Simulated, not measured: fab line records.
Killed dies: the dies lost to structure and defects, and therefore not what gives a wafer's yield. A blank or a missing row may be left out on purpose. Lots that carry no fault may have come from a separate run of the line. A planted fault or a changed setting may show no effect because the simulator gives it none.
Which tool is to blame? / flow berkeley_cmos170 / 7 lots with 21 wafers sampled at 3 steps, on a route of 331 steps

== WHAT THE GAUGES SHOWED, per wafer ==
UCB170_NWELL_TW_MEAS_16.
lot=L442; measured=day 2 19:12; on=film_metro-04; NWELL_TW=1246 1249 1248
lot=L445; measured=day 3 08:49; on=film_metro-04; NWELL_TW=1254 1249 1253
lot=L447; measured=day 3 20:16; on=film_metro-01; NWELL_TW=1246 1240 1247
lot=L453; measured=day 4 21:01; on=film_metro-01; NWELL_TW=1193 1197 1197
lot=L458; measured=day 6 14:04; on=film_metro-02; NWELL_TW=1225 1218 1220
lot=L462; measured=day 6 20:32; on=film_metro-01; NWELL_TW=1246 1250 1248
lot=L464; measured=day 7 04:40; on=film_metro-02; NWELL_TW=1229 1230 1226

== WHAT TOOL EACH LOT RAN ON (gives the tool, then ch and the chambers of the sampled wafers, and finally the start) ==
lot=L442; UCB170_ZERO_ETCH_06=rie_diel-03 ch 1,2,3, day 2 04:30; UCB170_NWELL_IMPLANT_14=implanter-04 ch 0, day 2 18:57
lot=L445; UCB170_ZERO_ETCH_06=rie_diel-01 ch 0,1, day 2 17:19; UCB170_NWELL_IMPLANT_14=implanter-04 ch 0, day 3 08:35
lot=L447; UCB170_ZERO_ETCH_06=rie_diel-04 ch 1,2,3, day 3 05:11; UCB170_NWELL_IMPLANT_14=implanter-04 ch 0, day 3 20:01
lot=L453; UCB170_ZERO_ETCH_06=rie_diel-01 ch 0,3, day 4 10:14; UCB170_NWELL_IMPLANT_14=implanter-04 ch 0, day 4 20:47
lot=L458; UCB170_ZERO_ETCH_06=rie_diel-01 ch 0,2,3, day 5 19:11; UCB170_NWELL_IMPLANT_14=implanter-02 ch 0, day 6 13:50
lot=L462; UCB170_ZERO_ETCH_06=rie_diel-04 ch 0,1,2, day 6 08:16; UCB170_NWELL_IMPLANT_14=implanter-03 ch 0, day 6 20:17
lot=L464; UCB170_ZERO_ETCH_06=rie_diel-01 ch 0,2,3, day 6 13:07; UCB170_NWELL_IMPLANT_14=implanter-02 ch 0, day 7 04:25
- UCB170_ZERO_ETCH_06: etches SiO2 in CHF3/CF4/Ar, time 12 s.
- UCB170_NWELL_IMPLANT_14

== THE ANSWER, worked out from the rows above alone ==
Rule: the usual values come from the lots themselves. The widest of any qualifying gaps counts: lots, ordered by their means at a reading, are off when they make up no more than a third of the lots, leave a main group of 4 or more, and stand apart from it by 3 or more times the standard deviation of that group's means. The tables above print the reading to a certain number of digits; a main group whose means all agree to those digits is not used. Also off: a lot with no number at a reading for which 4 or more lots have one. Any other lot the step has rows for is counted as sound.
No lot is off at any reading shown: from this, nothing can be told.

== WHAT HAD BEEN PUT IN BY THE SIMULATOR ==
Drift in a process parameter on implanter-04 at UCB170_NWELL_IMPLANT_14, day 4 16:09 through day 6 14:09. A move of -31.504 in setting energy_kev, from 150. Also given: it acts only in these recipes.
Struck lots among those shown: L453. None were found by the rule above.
